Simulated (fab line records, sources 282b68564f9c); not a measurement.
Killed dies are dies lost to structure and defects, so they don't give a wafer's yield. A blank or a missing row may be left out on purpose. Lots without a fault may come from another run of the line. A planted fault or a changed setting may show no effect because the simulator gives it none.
fab line records | flow rit_cmos
record lots=6 wafers=18 last_day=7
route steps=202 shown ACTIVE@1 M1@202
lots that met no fault: from a run of the same line without faults
start_h: hours from the record's first day to the start of the lot's first wafer shown | wait_h: hours since the lot's step before | " the same as in the row above | L1.1+2: a row that stands for several wafers | - no value, or no start given | * or withheld: withheld | < > ~ a bound
route shown NAME@n: a module of which the file shows steps, and the number in the route of the first | usual: mean/standard deviation of fault-free wafers | same: alike in all rows | chamber/n: place in a boat | sites: the reading at each site | _std_site: their standard deviation | _edge_site: outer sites' mean less inner sites' | radius_mm: how far each site lies from the wafer's centre | mask NAME#n: copy n | behind: the tool/chamber that last shaped the wafer | hold: why the lot was held/for how many hours/how that ended | device: the transistor (n, p or np) that didn't switch | end of line: the same wafers' tests at the end of the route | a step without rows: its recipe alone | killed: dies lost to structure and defects at the first sort, not the wafer's yield | map: a wafer's dies, x killed, . not, _ none there
set.NAME: the setting as run; set.NAME@STEP: as run at that earlier step | model.NAME: the simulator's own value behind a step, which no gauge read
lots at some steps of the route; a table a step, a row a wafer
services: from which hour (start_h, from the record's first day; less than 0 if before it) a tool's chamber was out of use, for how many hours, and why
## steps
# step RIT_ACTIVE_BOW_MEAS_00
# recipe mode=bow
# usual INCOMING_BOW=-1/6.9
# columns lot.wafer tool chamber start_h wait_h INCOMING_BOW[um]
L677.1 film_metro-03 - 40.00 - -14
L677.4 " - " " 5
L677.6 " - " " -5
L679.2 film_metro-03 - 50.02 - -3
L679.3 " - " " -3
L679.6 " - " " 2
L683.2 film_metro-03 - 70.02 - 1
L683.5 " - " " 10
L683.6 " - " " 9
L685.1 film_metro-01 - 80.00 - -2
L685.2 " - " " -1
L685.3 " - " " -8
L688.1 film_metro-03 - 95.00 - -5
L688.5 " - " " 1
L688.6 " - " " 10
L691.3 film_metro-01 - 110.04 - -1
L691.4 " - " " -8
L691.5 " - " " -10
# step RIT_ACTIVE_OXIDATION_01
# recipe temp_c=1000 ambient=O2 target_thk_a=468 ox_time_s=3360
# step RIT_ACTIVE_THK_MEAS_02
# recipe reads=SiO2_of_ACTIVE_OXIDATION_01
# usual ACTIVE_OXIDE_THK=46.4/0.95
# columns lot.wafer tool chamber start_h wait_h ACTIVE_OXIDE_THK[nm]
L677.1 film_metro-04 - 42.76 0.0 47.9
L677.4 " - " " 47.2
L677.6 " - " " 48.4
L679.2 film_metro-04 - 54.37 0.0 45.9
L679.3 " - " " 45.5
L679.6 " - " " 44.9
L683.2 film_metro-01 - 74.09 0.0 47.4
L683.5 " - " " 47.1
L683.6 " - " " 47.4
L685.1 film_metro-03 - 82.43 0.0 44.8
L685.2 " - " " 44.8
L685.3 " - " " 45.4
L688.1 film_metro-01 - 97.05 0.0 46.8
L688.5 " - " " 46.6
L688.6 " - " " 47.0
L691.3 film_metro-03 - 112.32 0.0 45.9
L691.4 " - " " 46.3
L691.5 " - " " 46.3
# step RIT_ACTIVE_CVD_03
# recipe material=Si3N4 target_thk_nm=150 temp_c=810 precursor=SiH2Cl2/NH3 time_s=1500 pressure_mtorr=300 sih2cl2_flow_sccm=60 nh3_flow_sccm=150
# step RIT_ACTIVE_THK_MEAS_04
# recipe reads=Si3N4_of_ACTIVE_CVD_03
# usual ACTIVE_NITRIDE_THK=150.2/1.5
# columns lot.wafer tool chamber start_h wait_h ACTIVE_NITRIDE_THK[nm]
L677.1 film_metro-04 - 44.59 0.0 149.0
L677.4 " - " " 151.4
L677.6 " - " " 151.9
L679.2 film_metro-04 - 55.85 0.0 150.3
L679.3 " - " " 149.9
L679.6 " - " " 148.6
L683.2 film_metro-01 - 75.56 0.0 152.2
L683.5 " - " " 153.3
L683.6 " - " " 153.4
L685.1 film_metro-03 - 83.91 0.0 152.8
L685.2 " - " " 152.7
L685.3 " - " " 152.7
L688.1 film_metro-01 - 99.55 0.0 147.7
L688.5 " - " " 149.1
L688.6 " - " " 149.7
L691.3 film_metro-01 - 115.14 0.0 150.9
L691.4 " - " " 150.5
L691.5 " - " " 150.5
# step RIT_ACTIVE_HMDS_05
# recipe prime_time_s=62.34 prime_temp_c=140
# step RIT_ACTIVE_COAT_06
# recipe resist=NOVOLAK spin_rpm=3250 resist_thk_nm=1000
# columns lot.wafer tool chamber start_h wait_h model.NOVOLAK_of_ACTIVE_COAT_06.thk_nm
L677.1 litho_track-04 0 44.80 0.1 1002
L677.4 " 0 " " 1003
L677.6 " 0 " " 1005
L679.2 litho_track-01 0 56.07 0.1 1005
L679.3+6 " 0 " " 1001
L683.2 litho_track-04 0 75.79 0.1 478
L683.5 " 0 " " 478.7
L683.6 " 0 " " 479
L685.1 litho_track-04 0 84.12 0.1 480.5
L685.2 " 0 " " 481.4
L685.3 " 0 " " 479.9
L688.1 litho_track-03 0 99.76 0.1 1006
L688.5 " 0 " " 1005
L688.6 " 0 " " 1002
L691.3 litho_track-03 0 115.38 0.1 999.6
L691.4 " 0 " " 1004
L691.5 " 0 " " 1002
# step RIT_ACTIVE_SOFTBAKE_07
# recipe resist=NOVOLAK temp_c=90 time_s=60
# step RIT_ACTIVE_EXPOSE_08
# recipe mask_id=M1 na=0.6 source_shape=conventional sigma_outer=0.6 target_cd_nm=1400 dose_mj=225
# step RIT_ACTIVE_PEB_09
# recipe resist=NOVOLAK temp_c=withheld time_s=withheld
# step RIT_ACTIVE_DEVELOP_10
# recipe resist=NOVOLAK develop_time_s=50 dev_temp_c=23
# step RIT_ACTIVE_CD_MEAS_11
# recipe target_cd_nm=1400
# usual cd_nm=1399.2/3
# columns lot.wafer tool chamber start_h wait_h cd_nm
L677.1 cd_sem-02 - 45.63 - 1400.9
L677.4 " - " " 1403.0
L677.6 " - " " 1402.4
L679.2 cd_sem-01 - 56.89 - 1402.0
L679.3 " - " " 1402.5
L679.6 " - " " 1402.0
L683.2 cd_sem-01 - 76.62 - 1328.1
L683.5 " - " " 1327.5
L683.6 " - " " 1329.1
L685.1 cd_sem-01 - 84.97 - 1329.4
L685.2 " - " " 1326.4
L685.3 " - " " 1327.8
L688.1 cd_sem-02 - 100.59 - 1404.0
L688.5 " - " " 1405.9
L688.6 " - " " 1403.2
L691.3 cd_sem-02 - 116.27 - 1396.5
L691.4 " - " " 1396.7
L691.5 " - " " 1398.2
# step RIT_ACTIVE_HARDBAKE_12
# recipe resist=NOVOLAK temp_c=140 time_s=60
# step RIT_ACTIVE_ETCH_13
# recipe stop_on=SiO2 chemistry=SF6 target=Si3N4 time_s=210 over_etch_frac=0.4 SF6_flow_sccm=200 pressure_mtorr=260 rf_w=125 target_depth_a=2100
# usual SF6_flow_sccm=200.0/0.61 drypump_motor_current_A=5.6/0.54 oes_product_au=0.818/0.012 throttle_valve_pct=7.50/0.14
# same time_s=210
# columns lot.wafer tool chamber start_h wait_h SF6_flow_sccm drypump_motor_current_A oes_product_au rf_hours_counter_h throttle_valve_pct model.NOVOLAK_of_ACTIVE_COAT_06.thk_nm model.ACTIVE.cd_nm
L677.1 rie_diel-04 0 45.90 0.1 200.2 5.1 0.814 61 7.43 659.8 1401
L677.4 " 1 " " 200.6 5.0 0.818 108 7.56 664.5 1403
L677.6 " 3 " " 200.3 5.8 0.804 - 7.46 662.5 1403
L679.2 rie_diel-02 3 57.14 0.1 199.9 5.7 0.818 90 7.50 655 1402
L679.3 " 1 " " 200.3 6.0 0.834 91 7.72 653.6 1403
L679.6 " 1 " " 199.5 6.0 0.829 - 7.72 654.7 1402
L683.2 rie_diel-04 2 76.87 0.1 199.9 6.0 0.823 31 7.64 195.3 1328
L683.5 " 2 " " 199.5 6.0 0.825 - 7.64 197 1327
L683.6 " 1 " " 200.5 5.0 0.829 - 7.59 203.5 1329
L685.1 rie_diel-04 3 85.24 0.1 199.7 5.8 0.804 1 7.47 201.9 1329
L685.2 " 0 " " 199.9 5.0 0.838 61 7.42 206 1326
L685.3 " 2 " " 201.0 6.0 0.822 31 7.64 199.3 1328
L688.1 rie_diel-03 0 100.86 0.1 199.1 5.8 0.805 8 7.47 651.2 1404
L688.5 " 2 " " 198.8 4.8 0.819 - 7.25 660.6 1406
L688.6 " 1 " " 200.1 6.5 0.836 - 7.26 655.1 1403
L691.3 rie_diel-03 2 116.54 0.1 200.5 4.9 0.827 81 7.26 652.8 1396
L691.4 " 3 " " 200.6 6.0 0.816 144 7.64 661.4 1397
L691.5 " 3 " " 200.2 6.0 0.824 - 7.63 658.8 1398
# step RIT_ACTIVE_STRIP_14
# recipe chemistry=O2 time_s=180 resist=NOVOLAK platen_temp_c=withheld power_w=500 pressure_mtorr=4000 o2_flow_sccm=4000
# usual drypump_motor_current_A=5.8/0.38
# same time_s=180
# columns lot.wafer tool chamber start_h wait_h drypump_motor_current_A rf_hours_counter_h
L677.1 plasma_asher-03 0 46.03 0.1 5.7 31
L677.4 " 0 " " 5.7 -
L677.6 " 1 " " 5.6 -
L679.2 plasma_asher-02 0 57.28 0.1 6.6 46
L679.3 " 1 " " 5.8 -
L679.6 " 1 " " 5.8 -
L683.2 plasma_asher-03 0 77.00 0.1 5.7 33
L683.5 " 1 " " 5.6 -
L683.6 " 0 " " 5.7 -
L685.1 plasma_asher-03 0 85.37 0.1 5.7 34
L685.2 " 1 " " 5.6 34
L685.3 " 0 " " 5.7 -
L688.1 plasma_asher-02 1 100.99 0.1 5.8 51
L688.5 " 0 " " 6.5 -
L688.6 " 1 " " 5.8 -
L691.3 plasma_asher-03 1 116.73 0.1 5.6 -
L691.4 " 0 " " 5.7 -
L691.5 " 1 " " 5.6 -
# step RIT_M1_PROBE_99
# usual killed_at_contacts=0.1/0.29 killed_at_front_end=7/3 killed_dies=7/3 killed_open=3.2/2 killed_short=3.5/2.1
# same gross_dies=264 killed_at_M0_to_M3=0 killed_at_M4_up=0 killed_at_back_side=0 killed_at_other=0
# columns lot.wafer tool chamber start_h wait_h killed_at_contacts killed_at_front_end killed_dies killed_open killed_short model.etest.nplus_sal.width_nm model.etest.pplus_sal.width_nm model.etest.pldd.width_nm model.etest.nldd.width_nm model.etest.nmos_narrow.drive_ua_um model.etest.pmos_narrow.drive_ua_um model.etest.pplus_sal.line_ohm_um model.etest.nplus_sal.line_ohm_um
L677.1 prober-02 - 94.37 0.1 0 1 1 1 0 3423 3439 3163 3178 220.2 101.5 1.25 1.256
L677.4 prober-02 - 94.52 0.2 0 8 8 4 4 3440 3443 3193 3194 220 100.3 1.262 1.246
L677.6 prober-02 - 94.62 0.2 0 13 13 7 6 3431 3434 3156 3162 212.8 96.52 1.257 1.254
L679.2 prober-02 - 102.30 0.1 0 6 6 2 4 3462 3456 3156 3177 231.7 103.4 1.25 1.232
L679.3 prober-02 - 102.35 0.2 0 5 5 3 2 3485 3459 3210 3187 239.3 109.2 1.244 1.237
L679.6 prober-02 - 102.50 0.2 0 7 7 2 5 3475 3463 3206 3180 232.4 104.1 1.232 1.241
L683.2 prober-02 - 125.39 0.1 0 8 8 3 5 3381 3400 3126 3100 202.8 91.59 1.261 1.254
L683.5 prober-02 - 125.54 0.2 2 6 8 2 6 3397 3389 3124 3103 208.3 97.75 1.266 1.254
L683.6 prober-02 - 125.59 0.2 0 7 7 4 3 3430 3411 3125 3126 207.2 95.02 1.276 1.257
L685.1 prober-02 - 130.56 0.1 0 10 10 5 5 3407 3407 3146 3156 226.4 103.1 1.258 1.254
L685.2 prober-02 - 130.61 0.1 0 6 6 2 4 3400 3400 3168 3144 227.8 103.2 1.264 1.258
L685.3 prober-02 - 130.66 0.2 0 12 12 5 7 3432 3406 3139 3151 225.5 102.5 1.234 1.232
L688.1 prober-01 - 147.40 0.1 0 4 4 2 2 3445 3460 3197 3174 234.9 103.2 1.255 1.243
L688.5 prober-01 - 147.60 0.2 0 11 11 2 9 3450 3440 3202 3201 231.7 102.8 1.244 1.251
L688.6 prober-01 - 147.65 0.2 0 4 4 1 3 3442 3462 3188 3180 229.5 102.3 1.223 1.209
L691.3 prober-02 - 161.59 0.2 0 6 6 3 3 3448 3458 3197 3213 229.9 99.34 1.258 1.234
L691.4 prober-02 - 161.64 0.2 0 5 5 2 3 3443 3429 3191 3181 223.9 96.59 1.271 1.256
L691.5 prober-02 - 161.69 0.2 0 4 4 0 4 3448 3440 3203 3202 231.7 101.2 1.276 1.252
# killed by level:class
L677.1 SILICIDE:geometric_particle:open=1
L677.4 FOX1:geometric_particle:short=2 FOX1:geometric_particle:open=2 FOX2:geometric_particle:short=1 GATE:geometric_particle:open=1 GATE:geometric_particle:short=1 SILICIDE:geometric_particle:open=1
L677.6 FOX1:geometric_particle:open=3 FOX1:geometric_particle:short=3 GATE:geometric_particle:short=3 GATE:geometric_particle:open=2 REOX:geometric_particle:open=1 SPACER:geometric_particle:open=1
L679.2 SPACER:geometric_particle:short=2 FOX1:geometric_particle:open=1 GATE:geometric_particle:short=1 REOX:geometric_particle:open=1 REOX:geometric_particle:short=1
L679.3 SPACER:geometric_particle:open=2 ACTIVE:geometric_particle:short=1 FOX2:geometric_particle:open=1 SPACER:geometric_particle:short=1
L679.6 GATE:geometric_particle:short=3 FOX1:geometric_particle:open=1 FOX2:geometric_particle:open=1 REOX:geometric_particle:short=1 SPACER:geometric_particle:short=1
L683.2 GATE:geometric_particle:short=3 GATE:geometric_particle:open=1 REOX:geometric_particle:short=1 SPACER:geometric_particle:open=1 SILICIDE:geometric_particle:open=1 SILICIDE:geometric_particle:short=1
L683.5 FOX2:geometric_particle:short=1 GATE:geometric_particle:open=1 GATE:geometric_particle:short=1 REOX:geometric_particle:short=1 SPACER:geometric_particle:short=1 SILICIDE:geometric_particle:short=1 CONTACT:geometric_particle:open=1 CONTACT:geometric_particle:short=1
L683.6 FOX1:geometric_particle:open=1 GATE:geometric_particle:short=1 GATE:geometric_particle:open=1 SPACER:geometric_particle:open=1 SPACER:geometric_particle:short=1 SILICIDE:geometric_particle:open=1 SILICIDE:geometric_particle:short=1
L685.1 FOX1:geometric_particle:open=3 GATE:geometric_particle:short=2 REOX:geometric_particle:short=2 FOX2:geometric_particle:open=1 FOX2:geometric_particle:short=1 GATE:geometric_particle:open=1
L685.2 FOX2:geometric_particle:short=1 GATE:geometric_particle:open=1 GATE:geometric_particle:short=1 REOX:geometric_particle:short=1 SPACER:geometric_particle:open=1 SPACER:geometric_particle:short=1
L685.3 REOX:geometric_particle:short=3 FOX1:geometric_particle:open=2 GATE:geometric_particle:open=2 GATE:geometric_particle:short=2 FOX2:geometric_particle:short=1 REOX:geometric_particle:open=1 SPACER:geometric_particle:short=1
L688.1 FOX1:geometric_particle:open=2 FOX1:geometric_particle:short=1 SPACER:geometric_particle:short=1
L688.5 FOX1:geometric_particle:short=3 GATE:geometric_particle:short=3 SPACER:geometric_particle:open=2 SPACER:geometric_particle:short=1 REOX:geometric_particle:short=1 SILICIDE:geometric_particle:short=1
L688.6 FOX1:geometric_particle:short=1 FOX2:geometric_particle:open=1 REOX:geometric_particle:short=1 SPACER:geometric_particle:short=1
L691.3 FOX1:geometric_particle:short=1 FOX2:geometric_particle:short=1 FOX2:geometric_particle:open=1 REOX:geometric_particle:short=1 REOX:geometric_particle:open=1 SPACER:geometric_particle:open=1
L691.4 REOX:geometric_particle:short=3 FOX1:geometric_particle:open=1 SPACER:geometric_particle:open=1
L691.5 FOX1:geometric_particle:short=1 FOX2:geometric_particle:short=1 REOX:geometric_particle:short=1 SPACER:geometric_particle:short=1
## services
# columns tool chamber start_h hours kind
plasma_asher-03 - 56.99 10.5 repair
rie_diel-02 2 98.12 - clean
rie_diel-02 2 98.12 21.1 scheduled_down
rie_diel-02 2 98.12 21.1 vent_cycle
rie_diel-04 2 103.00 3.8 repair
plasma_asher-02 - 108.75 9.0 pm
plasma_asher-02 0 108.75 9.0 vent_cycle
plasma_asher-02 1 108.75 9.0 vent_cycle
## key
first_sign step=RIT_ACTIVE_CD_MEAS_11 reading=cd_nm direction=down sigmas=24 usual=1399.2 struck=1328.0
effect none on later readings
model_effect step=RIT_ACTIVE_COAT_06 value=NOVOLAK_of_ACTIVE_COAT_06.thk_nm without=999.1 struck=479.6
model_effect step=RIT_ACTIVE_ETCH_13 value=NOVOLAK_of_ACTIVE_COAT_06.thk_nm without=655.7 struck=200.5
model_effect step=RIT_M1_PROBE_99 value=etest.nplus_sal.width_nm without=3478 struck=3408
met_at RIT_ACTIVE_COAT_06
struck_wafers L683.2,L683.5,L683.6,L685.1,L685.2,L685.3
tester_left_out L683,L685
onset_between 44.80 75.79
fault kind=process_parameter_drift tool=litho_track-04 chamber=- onset_h=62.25 steps=RIT_ACTIVE_COAT_06 channel=resist_thk_nm offset=-520 shape=step end_h=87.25 acts_in=these_recipes_only stated=1000
# tester_left_out: of these lots the tester's yield and bins aren't shown, on N5 and GAA mostly nor the transistor test; their killed dies are dies lost to structure and defects alone, not to doping, threshold or leakage, so they don't give the yield
